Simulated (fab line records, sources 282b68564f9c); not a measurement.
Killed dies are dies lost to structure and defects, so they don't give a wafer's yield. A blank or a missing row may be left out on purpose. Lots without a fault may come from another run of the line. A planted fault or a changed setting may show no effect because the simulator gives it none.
Tool commonality check | flow rit_cmos | 14 lots, 42 wafers sampled

WHY IT WAS OPENED
At RIT_WELLDRIVE_RS_MEAS_01 the reading NWELL_RS is flagged on 2 of 14 lots. Wafers without a fault read 275.5 ohm/sq, standard deviation 0.7.
Rule: a lot is flagged when every wafer of it that has a number lies more than 4 standard deviations from that mean, or none has a number. The other lots count as sound.

lot  | measured    | on            | NWELL_RS (ohm/sq), wafer by wafer | flag
L635 | day 2 06:34 | film_metro-01 | 276.4 276.0 276.0                 |
L636 | day 2 11:40 | film_metro-01 | 276.5 275.1 275.1                 |
L640 | day 3 08:03 | film_metro-04 | 274.7 274.6 275.1                 |
L641 | day 3 12:10 | film_metro-01 | 275.2 275.8 275.4                 |
L642 | day 3 15:50 | film_metro-04 | 251.3 251.7 251.4                 | FLAGGED
L643 | day 3 22:53 | film_metro-04 | 253.9 254.0 253.2                 | FLAGGED
L644 | day 4 05:06 | film_metro-02 | 274.9 274.3 275.1                 |
L649 | day 5 06:26 | film_metro-02 | 275.2 274.9 275.4                 |
L650 | day 5 08:20 | film_metro-01 | 275.5 275.1 276.3                 |
L651 | day 5 15:25 | film_metro-02 | 274.9 275.1 275.0                 |
L654 | day 6 04:29 | film_metro-04 | 275.7 275.7 276.4                 |
L655 | day 6 10:02 | film_metro-01 | 275.9 275.7 276.1                 |
L657 | day 6 18:10 | film_metro-01 | 274.9 275.5 275.6                 |
L658 | day 7 00:55 | film_metro-02 | 275.5 275.1 275.6                 |
The numbers of the flagged lots are 252.6 ohm/sq on average: -22.9 ohm/sq against the usual, or -33 standard deviations.

WHICH TOOL RAN EACH LOT
The record holds 1 process step before the reading, out of a route of 202 steps. In each cell: the tool, then ch and the chambers that the sampled wafers went through, then the start.
lot  | flag    | RIT_WELLDRIVE_ANNEAL_00
L635 |         | furnace-03 ch 0, day 2 01:29
L636 |         | furnace-03 ch 0, day 2 06:34
L640 |         | furnace-04 ch 0, day 3 02:55
L641 |         | furnace-03 ch 0, day 3 07:05
L642 | FLAGGED | furnace-01 ch 0, day 3 10:43
L643 | FLAGGED | furnace-01 ch 0, day 3 17:47
L644 |         | furnace-04 ch 0, day 4 00:01
L649 |         | furnace-04 ch 0, day 5 01:20
L650 |         | furnace-03 ch 0, day 5 03:15
L651 |         | furnace-03 ch 0, day 5 10:20
L654 |         | furnace-04 ch 0, day 5 23:22
L655 |         | furnace-04 ch 0, day 6 04:56
L657 |         | furnace-01 ch 0, day 6 13:04
L658 |         | furnace-01 ch 0, day 6 19:50
What these steps do:
- RIT_WELLDRIVE_ANNEAL_00: time 14700 s.
- RIT_WELLDRIVE_RS_MEAS_01: measures by four-point-probe.

FLAGGED OVER TOTAL, TOOL BY TOOL (the gauges that took the reading come last)
step                     | tool          | lots run | flagged | share of the flagged lots | sound lots run after its first flagged lot
RIT_WELLDRIVE_ANNEAL_00  | furnace-01    | 4        | 2       | all                       | 2 (L657,L658)
RIT_WELLDRIVE_ANNEAL_00  | furnace-03    | 5        | 0       | none                      | -
RIT_WELLDRIVE_ANNEAL_00  | furnace-04    | 5        | 0       | none                      | -
RIT_WELLDRIVE_RS_MEAS_01 | film_metro-01 | 6        | 0       | none                      | -
RIT_WELLDRIVE_RS_MEAS_01 | film_metro-02 | 4        | 0       | none                      | -
RIT_WELLDRIVE_RS_MEAS_01 | film_metro-04 | 4        | 2       | all                       | 1 (L654)

WHAT THE TABLE ALLOWS
2 rows of the table ran every flagged lot: furnace-01 at RIT_WELLDRIVE_ANNEAL_00, film_metro-04 at RIT_WELLDRIVE_RS_MEAS_01.
- furnace-01 at RIT_WELLDRIVE_ANNEAL_00: 2 of its 4 lots flagged. Sound lots ran on it after the first flagged one (L657, L658), which a lasting fault on the whole tool wouldn't allow. Its own readings lie more than 4 standard deviations out on every wafer of the flagged lots: spike_tc_centre_C, spike_tc_load_C, spike_tc_source_C, tube_center_temp_C, tube_center_temp_C_max.
- film_metro-04 at RIT_WELLDRIVE_RS_MEAS_01: 2 of its 4 lots flagged. Sound lots ran on it after the first flagged one (L654), which a lasting fault on the whole tool wouldn't allow.
No row of the table ran every flagged lot and no sound lot after the first.

WHAT THE SIMULATOR HAD PUT IN
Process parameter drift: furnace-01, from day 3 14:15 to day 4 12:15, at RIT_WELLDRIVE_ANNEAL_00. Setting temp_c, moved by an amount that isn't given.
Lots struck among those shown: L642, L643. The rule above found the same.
